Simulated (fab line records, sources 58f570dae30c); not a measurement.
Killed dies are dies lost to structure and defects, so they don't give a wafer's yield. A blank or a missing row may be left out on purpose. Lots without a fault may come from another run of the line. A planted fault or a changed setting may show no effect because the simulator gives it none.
A sampling plan put to the test | flow berkeley_cmos170 | one fab line, 10 faults that these records tell of, each judged on the records of the lots that it struck
The plan is the line's own looks: the steps of the route at which a gauge or an inspection reads the wafer and doesn't change it. A look can be judged if struck wafers have a number there and the file gives its usual mean and standard deviation on fault-free wafers. Caught: at a look after the fault's first step, the mean of the struck wafers lies 4 or more of those standard deviations (sigma) from the usual mean. On the tool: the same test on the tool's own readings at the fault's steps. Another recipe on the struck wafers, or a record that is blank for them alone, also counts as caught.

THE FAULTS, as the simulator had put them in
1. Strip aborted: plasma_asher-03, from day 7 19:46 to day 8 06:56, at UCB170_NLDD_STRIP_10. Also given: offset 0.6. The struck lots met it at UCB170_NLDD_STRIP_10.
2. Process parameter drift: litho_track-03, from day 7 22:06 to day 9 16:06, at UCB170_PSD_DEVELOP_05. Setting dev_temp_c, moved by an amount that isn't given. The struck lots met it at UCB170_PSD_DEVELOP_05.
3. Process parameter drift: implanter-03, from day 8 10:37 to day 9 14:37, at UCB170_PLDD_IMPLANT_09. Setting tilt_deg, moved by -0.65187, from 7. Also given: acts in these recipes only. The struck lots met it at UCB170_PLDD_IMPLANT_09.
4. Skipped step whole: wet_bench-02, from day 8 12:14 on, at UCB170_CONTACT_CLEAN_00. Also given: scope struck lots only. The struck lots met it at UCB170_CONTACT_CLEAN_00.
5. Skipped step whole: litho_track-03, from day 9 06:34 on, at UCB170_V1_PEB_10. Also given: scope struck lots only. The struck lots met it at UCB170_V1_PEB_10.
6. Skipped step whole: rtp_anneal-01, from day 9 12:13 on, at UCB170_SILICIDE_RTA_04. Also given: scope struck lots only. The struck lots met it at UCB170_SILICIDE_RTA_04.
7. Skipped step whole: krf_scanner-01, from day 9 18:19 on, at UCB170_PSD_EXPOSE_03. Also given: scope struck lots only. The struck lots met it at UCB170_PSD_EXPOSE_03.
8. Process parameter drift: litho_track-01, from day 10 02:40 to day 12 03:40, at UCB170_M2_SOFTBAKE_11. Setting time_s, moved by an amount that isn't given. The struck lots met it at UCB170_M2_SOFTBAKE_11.
9. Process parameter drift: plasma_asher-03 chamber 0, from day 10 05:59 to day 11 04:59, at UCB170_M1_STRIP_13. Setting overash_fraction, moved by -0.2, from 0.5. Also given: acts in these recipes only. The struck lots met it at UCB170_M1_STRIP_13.
10. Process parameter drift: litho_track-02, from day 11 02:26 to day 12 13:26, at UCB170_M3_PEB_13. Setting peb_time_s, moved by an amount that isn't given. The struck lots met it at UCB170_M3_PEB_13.

WHAT THE PLAN SAW
fault | on the tool itself                               | first look that catches it                      | reading, sigma | median hours from its first step to that look | hours from the fault's start to the first struck lot there | judged looks passed uncaught
1     | oes_product_au +53 sigma                         | no look after it can be judged                  | -              | -                                             | -                                                          | 0
2     | developer_temp_C -18 sigma                       | none of the 2 looks that can be judged after it | -              | -                                             | -                                                          | 2
3     | tilt_deg -33 sigma                               | not the one look that can be judged after it    | -              | -                                             | -                                                          | 1
4     | the tool's record is blank for the struck wafers | no look after it can be judged                  | -              | -                                             | -                                                          | 0
5     | the tool's record is blank for the struck wafers | no look after it can be judged                  | -              | -                                             | -                                                          | 0
6     | the tool's record is blank for the struck wafers | no look after it can be judged                  | -              | -                                             | -                                                          | 0
7     | no reading that can be judged                    | none of the 2 looks that can be judged after it | -              | -                                             | -                                                          | 2
8     | run_length_s +30 sigma                           | not the one look that can be judged after it    | -              | -                                             | -                                                          | 1
9     | oes_product_au +14 sigma                         | no look after it can be judged                  | -              | -                                             | -                                                          | 0
10    | heater_power_total_W +9.2 sigma                  | not the one look that can be judged after it    | -              | -                                             | -                                                          | 1
A dash: the fault isn't caught, or these records don't give the number.

Caught at a look: 0 of 10. Caught on the tool: 9 of 10. By one or the other: 9 of 10.
Caught on the tool alone: faults 1, 2, 3, 4, 5, 6, 8, 9, 10.
Caught by neither: fault 7.
